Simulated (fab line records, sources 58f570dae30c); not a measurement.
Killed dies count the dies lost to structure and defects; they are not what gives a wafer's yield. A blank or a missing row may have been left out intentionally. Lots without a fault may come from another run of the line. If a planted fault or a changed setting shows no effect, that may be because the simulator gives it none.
Problem report in the 8D (eight disciplines) form, filled by code || flow berkeley_cmos170 || the parts of the form that need people (team, actions taken, sign-off) are left out

1. WHAT WENT WRONG
beam_energy_keV at UCB170_PWELL_IMPLANT_15 reads a mean of 77.998 on 9 wafers of 3 lots; wafers without a fault read 59.997 with a standard deviation of 0.018. That is +99 or more standard deviations from the usual mean.
First seen on wafer L598.1, day 5 05:29, on implanter-04. The record has a number at this step for 21 wafers belonging to 7 lots. Rule for "out" (also "out of limits"): further than 4 standard deviations from the usual mean. The other wafers with a number count as sound.

2. WHAT IT IS, WHAT IT ISN'T
{"question": "which readings at this step", "is": "beam_energy_keV", "is not": "-"}
{"question": "which lots", "is": "L598, L600, L601", "is not": "L589, L596, L603, L604"}
{"question": "which wafers of those lots", "is": "all that have a number", "is not": "-"}
{"question": "read on which tools", "is": "implanter-04", "is not": "implanter-01, implanter-02"}
{"question": "when", "is": "from day 5 05:29", "is not": "up to then (6 sound wafers); but 6 sound wafers of L603, L604 came after"}

3. WHAT RULES OUT EACH SUSPECT
Counting: any tool at a process step up to the reading is kept as a suspect provided that every lot that is out went through it and no sound lot did after the first of them.
- implanter-04 at UCB170_PWELL_IMPLANT_15: kept. It ran every lot that is out, first L598 (day 5 05:29), and no sound lot after that; its last sound lot up to then is L596 (day 4 18:18). Its own beam_energy_keV readings are out on those wafers.
Left after counting: implanter-04 at UCB170_PWELL_IMPLANT_15.

4. THE CAUSE (what the simulator had put in)
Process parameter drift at UCB170_PWELL_IMPLANT_15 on implanter-04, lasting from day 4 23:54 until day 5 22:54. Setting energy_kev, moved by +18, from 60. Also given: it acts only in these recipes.
Only this tool survived the counting.

5. SEQUENCE OF EFFECTS, ordered by route
Each row: a reading where the mean over the struck wafers with a number is more than 3 standard deviations away from the usual. Scope: only readings with a usual standard deviation given in the record; hours: median across lots of the time from each lot's start at the first step in this table that gives one to its start at this step; sigmas: change in usual standard deviations.
{"hours": 0, "step": "UCB170_PWELL_IMPLANT_15", "reading": "beam_energy_keV", "usual": 59.997, "on struck wafers": 77.998, "change": "+18.001", "sigmas": "+99 or more"}
The process steps in it:
- UCB170_PWELL_IMPLANT_15

6. WHAT WOULD HAVE CAUGHT IT SOONER
In this record the first reading out of limits was taken at day 5 05:29, 6 hours after the fault began at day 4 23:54.
